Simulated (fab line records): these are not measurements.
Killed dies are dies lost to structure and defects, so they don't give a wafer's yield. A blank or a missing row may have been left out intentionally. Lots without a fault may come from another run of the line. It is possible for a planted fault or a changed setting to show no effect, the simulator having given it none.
2 desks, one fault || flow berkeley_cmos170 || only its own numbers are on each desk; what lay behind them is given at the end

== TOOL OWNER'S DESK, wet_bench-03 ==
The tool's own readings at UCB170_FIELD_WET_ETCH_04 (etches SiO2 in dHF, time 60 s): means of the sampled wafers that have a number, for each lot that ran on this tool. Marked OUT: a lot whose mean sits more than 4 standard deviations from the usual mean, which makes it out of limits; the brackets give that distance.
Columns: A = bath_heat_duty_pct at UCB170_FIELD_WET_ETCH_04, usual 6.3 %; B = run_length_s at UCB170_FIELD_WET_ETCH_04, usual 89 s
{"lot": "L955", "first seen here": "day 7 11:58", "A": 6.4, "B": 87}
{"lot": "L957", "first seen here": "day 8 03:32", "A": 5.7, "B": 87}
{"lot": "L959", "first seen here": "day 8 03:32", "A": 6.8, "B": 87}
{"lot": "L958", "first seen here": "day 8 08:11", "A": 7.1, "B": 86}
{"lot": "L960", "first seen here": "day 8 23:41", "A": 6.4, "B": 85}
{"lot": "L961", "first seen here": "day 8 23:41", "A": 5.4, "B": 87}
{"lot": "L962", "first seen here": "day 8 23:41", "A": 6.2, "B": 87}
{"lot": "L963", "first seen here": "day 9 05:07", "A": 6.3, "B": 93}
{"lot": "L964", "first seen here": "day 9 16:29", "A": 6.7, "B": 86}
Finding of this desk: none of the 9 lots has anything out of limits.

== AT THE METROLOGY DESK ==
Lot by lot, what the gauges showed, no matter which tool ran the lot: averages of those sampled wafers that carry a number. Marked OUT: a lot whose mean sits more than 4 standard deviations from the usual mean, which makes it out of limits; the brackets give that distance.
Columns: A = PWELL_OVL at UCB170_PWELL_OVL_MEAS_13, usual 6 nm; B = PFIELD_OVL at UCB170_PFIELD_OVL_MEAS_06, usual 5 nm; C = FIELD_OXIDE_LEFT_1_THK at UCB170_FIELD_THK_MEAS_90, usual 443 nm; D = FIELD_OXIDE_LEFT_2_THK at UCB170_FIELD_THK_MEAS_91, usual 354 nm
{"lot": "L943", "first seen here": "day 3 11:23", "A": 6, "B": 14, "C": 444, "D": 357}
{"lot": "L952", "first seen here": "day 4 22:16", "A": 6, "B": 4, "C": 473, "D": 385}
{"lot": "L950", "first seen here": "day 4 22:29", "A": 2, "B": -3, "C": "494 (+5.1) OUT", "D": "405 (+5.1) OUT"}
{"lot": "L951", "first seen here": "day 4 22:44", "A": 1, "B": 9, "C": 461, "D": 372}
{"lot": "L953", "first seen here": "day 5 13:41", "A": -2, "B": 11, "C": 440, "D": 352}
{"lot": "L955", "first seen here": "day 5 17:56", "A": 7, "B": 6, "C": 429, "D": 341}
{"lot": "L956", "first seen here": "day 5 21:26", "A": 5, "B": 11, "C": 455, "D": 367}
{"lot": "L959", "first seen here": "day 6 08:55", "A": -2, "B": 13, "C": 431, "D": 344}
{"lot": "L957", "first seen here": "day 6 09:07", "A": 1, "B": -1, "C": 431, "D": 342}
{"lot": "L958", "first seen here": "day 6 15:25", "A": 4, "B": 5, "C": 441, "D": 352}
{"lot": "L961", "first seen here": "day 6 23:27", "A": 7, "B": -1, "C": 467, "D": 378}
{"lot": "L960", "first seen here": "day 6 23:44", "A": 0, "B": 8, "C": 434, "D": 347}
{"lot": "L962", "first seen here": "day 7 01:57", "A": 3, "B": -3, "C": 438, "D": 350}
{"lot": "L963", "first seen here": "day 7 08:13", "A": 9, "B": 8, "C": 444, "D": 356}
{"lot": "L964", "first seen here": "day 7 20:23", "A": 6, "B": 8, "C": 444, "D": 356}
This desk finds L950 out of limits, with the earliest case on L950 at day 6 14:51 (FIELD_OXIDE_LEFT_1_THK at UCB170_FIELD_THK_MEAS_90). Within limits: L943, L952, L951, L953, L955, L956, L959, L957, L958, L961, L960, L962, L963, L964.

== BROUGHT TOGETHER ==
The metrology desk could have raised an alarm at day 6 14:51, on L950.
The desk of the tool owner found nothing out of limits.
The tool owner's desk has no number on record for L950.
The lots listed all ran UCB170_FIELD_WET_ETCH_04 on wet_bench-03.

== WHAT HAD BEEN PUT IN BY THE SIMULATOR ==
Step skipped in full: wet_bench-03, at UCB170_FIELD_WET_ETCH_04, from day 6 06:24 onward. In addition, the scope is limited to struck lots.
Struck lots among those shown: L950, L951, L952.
Hours from the fault's start to each desk's first reading out of limits: the metrology desk, 8.
